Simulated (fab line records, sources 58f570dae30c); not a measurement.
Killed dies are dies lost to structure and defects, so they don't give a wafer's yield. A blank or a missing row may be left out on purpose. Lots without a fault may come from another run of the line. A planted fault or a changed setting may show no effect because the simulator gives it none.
Which tool did it? | flow berkeley_cmos170 | 7 lots, 21 wafers sampled, at 2 steps of a route of 331

WHAT THE GAUGES READ, wafer by wafer
UCB170_NWELL_TW_MEAS_16.
lot  | measured    | on            | NWELL_TW
L134 | day 2 06:43 | film_metro-03 | 1268 1261 1264
L136 | day 3 02:13 | film_metro-02 | 1242 1241 1245
L138 | day 3 10:22 | film_metro-04 | 1264 1266 1262
L142 | day 4 01:16 | film_metro-02 | 1074 1075 1071
L151 | day 5 21:47 | film_metro-02 | 1240 1242 1243
L154 | day 6 18:26 | film_metro-03 | 1258 1257 1260
L156 | day 7 05:46 | film_metro-02 | 1246 1247 1245

WHICH TOOL RAN EACH LOT (tool, then ch and the chambers of the sampled wafers, then the start)
lot  | UCB170_NWELL_IMPLANT_14
L134 | implanter-01 ch 0, day 2 06:30
L136 | implanter-01 ch 0, day 3 01:58
L138 | implanter-03 ch 0, day 3 10:07
L142 | implanter-01 ch 0, day 4 01:03
L151 | implanter-02 ch 0, day 5 21:34
L154 | implanter-03 ch 0, day 6 18:11
L156 | implanter-03 ch 0, day 7 05:31
- UCB170_NWELL_IMPLANT_14

THE ANSWER, worked out from the rows above alone
Rule: what is usual is taken from the lots themselves. Put in order of their means at a reading, lots are off if they are a third of the lots or fewer, leave a main group of 4 or more, and stand apart from it by a gap of 3 or more times the standard deviation of the main group's means; of several such gaps the widest counts. A main group whose means are all the same, to the digits that the tables above print for the reading, isn't used. A lot without any number at a reading at which 4 lots or more have one is off too. The other lots that the step has rows for count as sound.
Off: L142, at UCB170_NWELL_TW_MEAS_16 (NWELL_TW). The main group: mean 1253, standard deviation 9.7.
A tool fits if, at a process step before that reading, it ran every lot that is off, and no sound lot after the first of them. The gauges at UCB170_NWELL_TW_MEAS_16 are tried like those tools. One fits: implanter-01 at UCB170_NWELL_IMPLANT_14. Its last sound lot is L136 (day 3 01:58), its first lot that is off L142 (day 4 01:03): a fault that began between those two fits.

WHAT THE SIMULATOR HAD PUT IN
Process parameter drift: implanter-01, from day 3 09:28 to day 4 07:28, at UCB170_NWELL_IMPLANT_14. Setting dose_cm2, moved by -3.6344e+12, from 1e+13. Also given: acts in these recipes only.
Lots struck among those shown: L142. The rule above found the same.
